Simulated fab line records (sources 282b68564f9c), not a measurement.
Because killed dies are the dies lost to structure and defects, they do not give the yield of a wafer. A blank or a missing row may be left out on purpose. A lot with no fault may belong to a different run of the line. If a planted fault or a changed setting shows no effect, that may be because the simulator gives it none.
One fault seen from 2 desks / flow rit cmos / what lay behind the numbers comes last; until then each desk has only its own

== DESK OF THE TOOL OWNER: implanter-04 ==
The tool's own readings at RIT_PWELL_IMPLANT_08, given as means over the sampled wafers that have a number, one for each lot that went through this tool. Any lot whose mean is over 4 standard deviations away from the usual mean is out of limits and marked OUT; that distance is given in the brackets.
Columns: A = dose ions cm2 at RIT_PWELL_IMPLANT_08, usual 7.002e+13; B = faraday current uA at RIT_PWELL_IMPLANT_08, usual 222
lot=L759; first seen here=day 2 00:26; A=7.008e+13; B=224
lot=L760; first seen here=day 2 05:21; A=7.010e+13; B=222
lot=L761; first seen here=day 2 11:55; A=7.000e+13; B=217
lot=L764; first seen here=day 3 01:56; A=7.005e+13; B=220
lot=L770; first seen here=day 4 08:46; A=8.858e+13 (+99 or more) OUT; B=279 (+14) OUT
lot=L771; first seen here=day 4 13:49; A=8.850e+13 (+99 or more) OUT; B=276 (+14) OUT
This desk finds L770, L771 out of limits, L770 being first, at day 4 08:46 (dose ions cm2 at RIT_PWELL_IMPLANT_08). Within limits: L759, L760, L761, L764.

== THE METROLOGY DESK ==
Means of the sampled wafers that have a number, per lot and without regard to the tool the lot ran on: this is what the gauges read. Any lot whose mean is over 4 standard deviations away from the usual mean is out of limits and marked OUT; that distance is given in the brackets.
Columns: A = cd nm at RIT_ACTIVE_CD_MEAS_90, usual 1400.0 nm; B = FOX1_OXIDE_THK at RIT_FOX1_THK_MEAS_01, usual 350 nm; C = PWELL_TW at RIT_PWELL_TW_MEAS_10, usual 952; D = PWELL_RS at RIT_WELLDRIVE_RS_MEAS_02, usual 429.9 ohm/sq
lot=L759; first seen here=day 1 15:10; A=1396.8; B=352; C=954; D=431.7
lot=L760; first seen here=day 1 21:32; A=1400.5; B=347; C=957; D=430.4
lot=L761; first seen here=day 2 01:38; A=1402.0; B=342; C=940; D=428.7
lot=L762; first seen here=day 2 06:37; A=1402.9; B=347; C=942; D=429.9
lot=L763; first seen here=day 2 12:05; A=1399.1; B=345; C=958; D=429.3
lot=L764; first seen here=day 2 16:10; A=1401.4; B=349; C=941; D=428.8
lot=L765; first seen here=day 2 22:35; A=1400.4; B=348; C=937; D=429.5
lot=L770; first seen here=day 3 22:22; A=1398.2; B=362; C=1036 (+9.5) OUT; D=370.3 (-46) OUT
lot=L771; first seen here=day 4 04:01; A=1398.1; B=352; C=1034 (+9.2) OUT; D=369.8 (-46) OUT
lot=L774; first seen here=day 4 18:29; A=1397.0; B=364; C=960; D=430.3
lot=L777; first seen here=day 5 09:20; A=1401.4; B=352; C=947; D=430.3
lot=L779; first seen here=day 5 19:26; A=1397.7; B=351; C=953; D=429.6
lot=L781; first seen here=day 6 06:01; A=1401.4; B=343; C=961; D=427.9
This desk finds L770, L771 out of limits, with the earliest case on L770 at day 4 09:03 (PWELL_TW at RIT_PWELL_TW_MEAS_10). Within limits: L759, L760, L761, L762, L763, L764, L765, L774, L777, L779, L781.

== ALL TOGETHER ==
The tool owner's desk had the chance to raise an alarm at day 4 08:46 on L770, L771.
On L770, L771, the metrology desk was in a position to raise an alarm at day 4 09:03.
RIT_PWELL_IMPLANT_08 was run on implanter-04 by each of the lots named.

== WHAT THE SIMULATOR HAD INSERTED ==
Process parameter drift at RIT_PWELL_IMPLANT_08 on implanter-04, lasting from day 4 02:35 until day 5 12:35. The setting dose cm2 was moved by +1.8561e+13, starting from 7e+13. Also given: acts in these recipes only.
Struck lots among those shown: L770, L771.
Counting hours from when the fault started, the first reading out of limits came at 6 for the tool owner's desk and at 6 for the metrology desk.
